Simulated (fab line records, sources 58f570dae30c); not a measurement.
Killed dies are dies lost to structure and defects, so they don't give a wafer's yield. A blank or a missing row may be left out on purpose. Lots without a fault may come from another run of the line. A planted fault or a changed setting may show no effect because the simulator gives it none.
Split-lot experiment | flow berkeley_cmos170 | 5 lots, 27 wafers read, on a route of 331 steps

THE SPLIT
At UCB170_M3_SPUTTER_01 (material Al, target thk 900 nm, time 120 s), the setting time_s was moved away from the recipe's 120 s on 9 of the 27 wafers read, by -41.9% to +41.8%. The other wafers ran this setting at the recipe's value.

FROM THE SPLIT TO THE READING: what the file shows between them, 1 step
- UCB170_M3_RS_MEAS_02: measures by four-point-probe

THE READING
M3_AL_THK, in nm, at UCB170_M3_THK_MEAS_03 (measures by xrf). Fault-free wafers of this fab line usually give 912 nm, standard deviation 10 nm.

wafer  | tool, chamber at the split | time_s as run, s | against the recipe | M3_AL_THK, nm | against lot-mates on the recipe
L076.1 | pvd_sputter-01, -          | 120              | recipe             | 914           | -
L076.2 | pvd_sputter-01, -          | 170.1            | +41.8%             | 1284          | +375
L076.3 | pvd_sputter-01, -          | 170.1            | +41.8%             | 1281          | +372
L076.4 | pvd_sputter-01, -          | 170.1            | +41.8%             | 1304          | +395
L076.5 | pvd_sputter-01, -          | 120              | recipe             | 908           | -
L076.6 | pvd_sputter-01, -          | 120              | recipe             | 905           | -
L078.1 | pvd_sputter-01, -          | 120              | recipe             | 891           | -
L078.2 | pvd_sputter-01, -          | 120              | recipe             | 890           | -
L078.3 | pvd_sputter-01, -          | 69.67            | -41.9%             | 522           | -370
L078.4 | pvd_sputter-01, -          | 120              | recipe             | 896           | -
L078.5 | pvd_sputter-01, -          | 69.67            | -41.9%             | 523           | -369
L078.6 | pvd_sputter-01, -          | 69.67            | -41.9%             | 517           | -375
L081.2 | pvd_sputter-01, -          | 120              | recipe             | 915           | -
L081.5 | pvd_sputter-01, -          | 120              | recipe             | 907           | -
L081.6 | pvd_sputter-01, -          | 120              | recipe             | 918           | -
L082.1 | pvd_sputter-03, -          | 169.9            | +41.6%             | 1316          | +390
L082.2 | pvd_sputter-03, -          | 120              | recipe             | 931           | -
L082.3 | pvd_sputter-03, -          | 120              | recipe             | 932           | -
L082.4 | pvd_sputter-03, -          | 120              | recipe             | 916           | -
L082.5 | pvd_sputter-03, -          | 169.9            | +41.6%             | 1300          | +374
L082.6 | pvd_sputter-03, -          | 169.9            | +41.6%             | 1308          | +382
L084.1 | pvd_sputter-04, -          | 120              | recipe             | 927           | -
L084.2 | pvd_sputter-04, -          | 120              | recipe             | 925           | -
L084.3 | pvd_sputter-04, -          | 120              | recipe             | 915           | -
L084.4 | pvd_sputter-04, -          | 120              | recipe             | 917           | -
L084.5 | pvd_sputter-04, -          | 120              | recipe             | 921           | -
L084.6 | pvd_sputter-04, -          | 120              | recipe             | 924           | -

THE FIT
A straight line over all 27 wafers: M3_AL_THK changes by +9.29 nm for each +1% of time_s; r = +1.00; the points scatter about the line by 12 nm.
The same after taking each lot's own level away (the mean of its wafers on the recipe; 27 wafers): +9.04 nm for each +1%; r = +1.00; scatter 6.5 nm.
On that fit, the largest move of time_s shifts the reading by 3.8e+02 nm.
The lots' own levels span 892.3 to 926.3 nm, that is 3.4 times the standard deviation above.
So the lot-to-lot level changes the slope little: the two slopes agree.
Check: with one of the wafers moved furthest among these (-41.9%) left out of the fit, the line predicts -379 nm for it against its lot-mates. It came out at -370 nm against them.

THE WHOLE CHAIN: every reading that the file lists as answering this split, in the file's order
step                  | what it does                               | reading                                                                     | change (the file's fit)               | r (the file's)
UCB170_M3_SPUTTER_01  | material Al, target thk 900 nm, time 120 s | Al_of_M3_SPUTTER_01.thk_nm (the simulator's own value, which no gauge read) | +8.97 nm for each +1% of the setting  | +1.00
UCB170_M3_RS_MEAS_02  | measures by four-point-probe               | M3_AL_RS                                                                    | -0.000342 for each +1% of the setting | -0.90
UCB170_M3_THK_MEAS_03 | measures by xrf                            | M3_AL_THK                                                                   | +9.05 for each +1% of the setting     | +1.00

THE FILE'S OWN FIT
M3_AL_THK changes by +9.05 nm for each +1% of time_s, r = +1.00.
